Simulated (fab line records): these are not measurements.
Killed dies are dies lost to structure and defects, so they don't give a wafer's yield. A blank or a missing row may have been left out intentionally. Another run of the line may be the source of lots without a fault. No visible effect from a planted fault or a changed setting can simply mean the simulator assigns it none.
Split-lot study	flow berkeley cmos170	23 wafers read across 5 lots, on a route 331 steps long

## THE SPLIT ITSELF
At UCB170_SDANNEAL_RTA_01 (time 5 s), the setting time s was moved away from the recipe's 5 s on 11 of the 23 wafers read, by -13.2% to +4.7%. The other wafers ran this setting at the recipe's value.

## BETWEEN THE SPLIT AND THE READING: the file shows 1 step in between
- UCB170_SDANNEAL_RS_MEAS_02: measures by four-point-probe

## THE READING
NSD_RS, in ohm/sq, at UCB170_SDANNEAL_RS_MEAS_03 (measures by four-point-probe). Fault-free wafers of this fab line usually give 37.23 ohm/sq, standard deviation 0.071 ohm/sq.

wafer	tool, chamber at the split	time s as run, s	against the recipe	NSD_RS, ohm/sq	against lot-mates on the recipe
L077.3	rtp anneal-01, 0	5	recipe	37.19	-
L077.4	rtp anneal-01, 0	5	recipe	37.25	-
L077.6	rtp anneal-01, 0	5	recipe	37.23	-
L074.1	rtp anneal-02, 0	5	recipe	37.13	-
L074.2	rtp anneal-02, 0	5	recipe	37.16	-
L074.3	rtp anneal-02, 0	5.234	+4.7%	37.04	-0.15
L074.5	rtp anneal-02, 0	5	recipe	37.29	-
L074.6	rtp anneal-02, 0	5.234	+4.7%	37.11	-0.08
L078.1	rtp anneal-01, 0	4.701	-6.0%	37.44	+0.28
L078.2	rtp anneal-01, 0	4.701	-6.0%	37.44	+0.28
L078.3	rtp anneal-01, 0	5	recipe	37.13	-
L078.4	rtp anneal-01, 0	5	recipe	37.19	-
L078.5	rtp anneal-01, 0	4.701	-6.0%	37.45	+0.29
L080.1	rtp anneal-02, 0	5	recipe	37.17	-
L080.2	rtp anneal-02, 0	4.687	-6.3%	37.36	+0.17
L080.4	rtp anneal-02, 0	4.687	-6.3%	37.32	+0.13
L080.5	rtp anneal-02, 0	4.687	-6.3%	37.38	+0.19
L080.6	rtp anneal-02, 0	5	recipe	37.21	-
L085.1	rtp anneal-01, 0	4.338	-13.2%	37.71	+0.29
L085.2	rtp anneal-01, 0	4.338	-13.2%	37.71	+0.29
L085.3	rtp anneal-01, 0	5	recipe	37.40	-
L085.4	rtp anneal-01, 0	4.338	-13.2%	37.77	+0.35
L085.6	rtp anneal-01, 0	5	recipe	37.44	-

THE FIT
A straight line over all 23 wafers: NSD_RS changes by -0.035 ohm/sq for each +1% of time s; r = -0.91; the points scatter about the line by 0.084 ohm/sq.
The same after taking each lot's own level away (the mean of its wafers on the recipe; 23 wafers): -0.0261 ohm/sq for each +1%; r = -0.92; scatter 0.06 ohm/sq.
That fit puts the effect of the largest move of time s on the reading at 0.35 ohm/sq.
The lots' own levels span 37.160 to 37.420 ohm/sq, that is 3.7 times the standard deviation above.
Thus the slope moves with the lot-to-lot level: the two fits are different.
Check: with one of the wafers moved furthest among these (-13.2%) left out of the fit, the line predicts +0.377 ohm/sq for it against its lot-mates. It came out at +0.29 ohm/sq against them.

## THE OTHER SPLITS THESE WAFERS WENT THROUGH
Before the reading, these wafers also passed through other splits. Each is held against what the fit with the lots' levels taken away leaves over:
other split on the same wafers	wafers away from the commonest value	r with NSD_RS (lot level and that fit taken away)
UCB170_BACKSIDE_COAT_01 resist thk nm	11	-0.11

## THE WHOLE CHAIN: every reading that the file lists as answering this split, in the file's order
step	what it does	reading	change (the file's fit)	r (the file's)
UCB170_SDANNEAL_RS_MEAS_02	measures by four-point-probe	PSD_RS	-0.164 for each +1% of the setting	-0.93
UCB170_SDANNEAL_RS_MEAS_03	measures by four-point-probe	NSD_RS	-0.027 for each +1% of the setting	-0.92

## FILE'S OWN FIT
NSD_RS changes by -0.027 ohm/sq for each +1% of time s, r = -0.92.
